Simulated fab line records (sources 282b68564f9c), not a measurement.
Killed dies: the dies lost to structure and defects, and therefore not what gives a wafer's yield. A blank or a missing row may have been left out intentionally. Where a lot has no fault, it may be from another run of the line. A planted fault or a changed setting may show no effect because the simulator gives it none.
One fault seen from 2 desks | flow ritCmos | each desk holds nothing but its own numbers, with what lay behind them at the end

== AT THE METROLOGY DESK ==
Lot by lot, what the gauges showed, no matter which tool ran the lot: averages of those sampled wafers that carry a number. A lot is out of limits, marked OUT, if its mean lies more than 4 standard deviations from the usual mean; the brackets give that distance.
Columns: A = FOX2_OXIDE_THK at RIT_FOX2_THK_MEAS_01, usual 349 nm; B = FIELD_OXIDE_LEFT_1_THK at RIT_FOX2_THK_MEAS_90, usual 322 nm; C = PWELL_TW at RIT_PWELL_TW_MEAS_10, usual 956; D = FIELD_OXIDE_LEFT_2_THK at RIT_FOX2_THK_MEAS_91, usual 254 nm; E = REOX_OXIDE_THK at RIT_REOX_THK_MEAS_04, usual 25.0 nm
lot  | first seen here | A              | B              | C   | D              | E
L664 | day 1 20:07     | 355            | 328            | 975 | 261            | 24.3
L665 | day 1 23:29     | 355            | 327            | 944 | 259            | 25.7
L666 | day 2 05:19     | 348            | 320            | 974 | 251            | 25.5
L669 | day 2 20:29     | 363            | 336            | 969 | 268            | 25.8
L671 | day 3 06:25     | 335            | 308            | 946 | 239            | 24.3
L672 | day 3 12:33     | 350            | 323            | 943 | 255            | 24.9
L673 | day 3 20:46     | 354            | 327            | 951 | 258            | 24.7
L677 | day 4 13:07     | 384 (+4.4) OUT | 356 (+4.3) OUT | 951 | 288 (+4.3) OUT | 25.3
L678 | day 4 17:12     | 384 (+4.5) OUT | 357 (+4.4) OUT | 950 | 289 (+4.4) OUT | 25.4
L681 | day 5 08:15     | 394 (+5.7) OUT | 367 (+5.7) OUT | 951 | 299 (+5.7) OUT | 25.6
L682 | day 5 15:42     | 349            | 321            | 970 | 253            | 25.3
L683 | day 5 18:49     | 352            | 324            | 953 | 256            | 24.0
L685 | day 6 05:17     | 353            | 325            | 942 | 256            | 24.8
L687 | day 6 15:02     | 350            | 323            | 967 | 254            | 25.5
Finding of this desk: L677, L678, L681 out of limits, first seen on L677 at day 4 13:07 (FOX2_OXIDE_THK at RIT_FOX2_THK_MEAS_01). In limits: L664, L665, L666, L669, L671, L672, L673, L682, L683, L685, L687.

== FOR THE TOOL OWNER'S DESK: furnace-01 ==
The tool's own readings at RIT_FOX2_OXIDATION_00 (target thk 350.7 nm, ox time 1130 s): means of the sampled wafers that have a number, for each lot that ran on this tool. A lot is out of limits, marked OUT, if its mean lies more than 4 standard deviations from the usual mean; the brackets give that distance.
Columns: A = spikeTcCentreC at RIT_FOX2_OXIDATION_00, usual 1103.3 C; B = spikeTcLoadC at RIT_FOX2_OXIDATION_00, usual 1130.2 C; C = spikeTcSourceC at RIT_FOX2_OXIDATION_00, usual 1123 C; D = tubeCenterTempC at RIT_FOX2_OXIDATION_00, usual 1100 C; E = tube_center_temp_C_max at RIT_FOX2_OXIDATION_00, usual 1102.8
lot  | first seen here | A                | B                | C               | D                      | E
L671 | day 3 05:07     | 1103.0           | 1130.7           | 1122            | 1100                   | 1103.0
L677 | day 4 11:47     | 1127.4 (+20) OUT | 1156.1 (+22) OUT | 1147 (+7.1) OUT | 1125 (+99 or more) OUT | 1128.1 (+60) OUT
L678 | day 4 15:52     | 1127.5 (+20) OUT | 1156.6 (+22) OUT | 1148 (+7.4) OUT | 1125 (+99 or more) OUT | 1128.4 (+61) OUT
L681 | day 5 06:56     | 1127.9 (+20) OUT | 1156.7 (+22) OUT | 1147 (+7.2) OUT | 1125 (+99 or more) OUT | 1127.8 (+60) OUT
This desk finds L677, L678, L681 out of limits, L677 being first, at day 4 11:47 (spikeTcCentreC at RIT_FOX2_OXIDATION_00). In limits: L671.

== TAKEN TOGETHER ==
On L677, L678, L681, at day 4 11:47, an alarm was possible from the tool owner's desk.
Metrology desk: alarm possible at day 4 13:07 on L677, L678, L681.
All the named lots went through RIT_FOX2_OXIDATION_00 on furnace-01.

== WHAT WAS PUT IN BY THE SIMULATOR ==
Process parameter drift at RIT_FOX2_OXIDATION_00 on furnace-01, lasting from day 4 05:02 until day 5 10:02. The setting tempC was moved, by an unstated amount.
Struck lots among those shown: L677, L678, L681.
Counting hours from when the fault started, the first reading out of limits came at 7 for the tool owner's desk and at 8 for the metrology desk.
